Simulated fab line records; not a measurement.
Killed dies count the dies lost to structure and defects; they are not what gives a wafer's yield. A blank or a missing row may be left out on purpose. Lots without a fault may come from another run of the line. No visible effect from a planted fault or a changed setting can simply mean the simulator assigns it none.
The tool behind it: which one? | flow berkeleyCmos170 | 14 lots, 42 wafers sampled, at 3 steps of a route of 331

== WHAT THE GAUGES SHOWED, per wafer ==
UCB170_START_BOW_MEAS_00. Usual: INCOMING_BOW gives 1 um (standard deviation 6).
lot  | measured    | on           | INCOMING_BOW (um) | flag
L520 | day 1 10:00 | filmMetro-04 | -12 3 4           | 
L521 | day 1 15:01 | filmMetro-03 | -9 -2 -3          | 
L522 | day 1 20:01 | filmMetro-01 | -1 8 -1           | 
L523 | day 2 01:01 | filmMetro-01 | 4 -4 -5           | 
L524 | day 2 06:00 | filmMetro-03 | -13 -3 5          | 
L526 | day 2 16:01 | filmMetro-01 | -2 -3 3           | 
L528 | day 3 02:00 | filmMetro-04 | -1 -15 -4         | 
L530 | day 3 12:01 | filmMetro-04 | 4 -3 2            | 
L531 | day 3 17:01 | filmMetro-04 | 7 -9 8            | 
L535 | day 4 13:02 | filmMetro-01 | 5 7 1             | 
L537 | day 4 23:00 | filmMetro-04 | 4 11 -2           | 
L539 | day 5 09:00 | filmMetro-04 | 5 -12 -8          | 
L540 | day 5 14:00 | filmMetro-04 | -5 -1 -2          | 
L542 | day 6 00:00 | filmMetro-03 | -4 3 -5           | 

UCB170_ACTIVE_OVL_MEAS_14. Usual: ACTIVE_OVL gives -2 nm (standard deviation 5.8).
lot  | measured     | on         | ACTIVE_OVL (nm) | flag
L520 | day 5 09:44  | overlay-01 | -3 -6 -2        | 
L521 | day 5 09:14  | overlay-02 | -3 -6 2         | 
L522 | day 5 09:10  | overlay-01 | 2 4 13          | 
L523 | day 5 16:17  | overlay-01 | 1 4 2           | 
L524 | day 6 08:58  | overlay-01 | -5 0 -4         | 
L526 | day 6 14:40  | overlay-02 | -11 -7 1        | 
L528 | day 6 14:56  | overlay-01 | 5 -2 0          | 
L530 | day 7 00:28  | overlay-02 | 4 -1 2          | 
L531 | day 7 12:46  | overlay-01 | -11 -8 -4       | 
L535 | day 8 08:42  | overlay-01 | -5 -5 -11       | 
L537 | day 8 21:47  | overlay-01 | -4 -3 -6        | 
L539 | day 9 09:29  | overlay-02 | -7 -2 -8        | 
L540 | day 9 09:06  | overlay-02 | 8 5 2           | 
L542 | day 10 03:27 | overlay-02 | 2 9 5           | 

UCB170_GATE_THK_MEAS_05. Usual: GATE_POLY_THK gives 212.8 nm (standard deviation 1.6).
lot  | measured     | on           | GATE_POLY_THK (nm) | flag
L520 | day 8 00:56  | filmMetro-04 | 213.1 214.8 213.7  | 
L521 | day 8 00:53  | filmMetro-02 | 210.7 211.0 210.5  | 
L522 | day 8 00:56  | filmMetro-02 | 212.3 212.1 212.1  | 
L523 | day 8 16:11  | filmMetro-01 | 212.2 212.9 215.7  | 
L524 | day 9 12:24  | filmMetro-01 | 211.1 210.8 212.1  | 
L526 | day 9 12:29  | filmMetro-02 | 213.8 212.7 213.1  | 
L528 | day 9 12:28  | filmMetro-01 | 213.4 215.6 214.1  | 
L530 | day 10 00:33 | filmMetro-04 | 214.6 215.5 215.4  | 
L531 | day 10 15:27 | filmMetro-02 | 211.6 210.6 211.9  | 
L535 | day 10 23:04 | filmMetro-01 | 210.4 210.4 209.7  | 
L537 | day 11 10:17 | filmMetro-02 | 213.1 214.6 213.7  | 
L539 | day 11 19:43 | filmMetro-02 | 213.8 213.0 212.4  | 
L540 | day 11 19:46 | filmMetro-02 | 212.8 212.8 213.5  | 
L542 | day 12 13:47 | filmMetro-02 | 214.3 213.7 213.1  | 

== TOOL THAT RAN EACH LOT (tool first, then ch and the chambers of the sampled wafers, then the start) ==
Record: no process step prior to these readings.

== WHAT THE TOOLS THEMSELVES READ (means of the sampled wafers that have a number; where no wafer has one, the mark that the record gives instead) ==
The record holds no such reading with a usual standard deviation.

== THE ANSWER, worked out from the rows above alone ==
Rule: a lot is off if the mean of its wafers that have a number lies more than 3 standard deviations from the usual mean. A lot without any number at a reading at which 4 lots or more have one is off too. Any other lot the step has rows for is counted as sound. After the gauges, taken in route order, come the tools' own readings; for these a lot's mean is taken, as printed above. The first step at which some lot is off is used, and at that step the reading that is off furthest; a lot without a number counts as furthest.
No lot is off at any reading shown: from this, nothing can be told.

== WHAT THE SIMULATOR HAD PUT IN ==
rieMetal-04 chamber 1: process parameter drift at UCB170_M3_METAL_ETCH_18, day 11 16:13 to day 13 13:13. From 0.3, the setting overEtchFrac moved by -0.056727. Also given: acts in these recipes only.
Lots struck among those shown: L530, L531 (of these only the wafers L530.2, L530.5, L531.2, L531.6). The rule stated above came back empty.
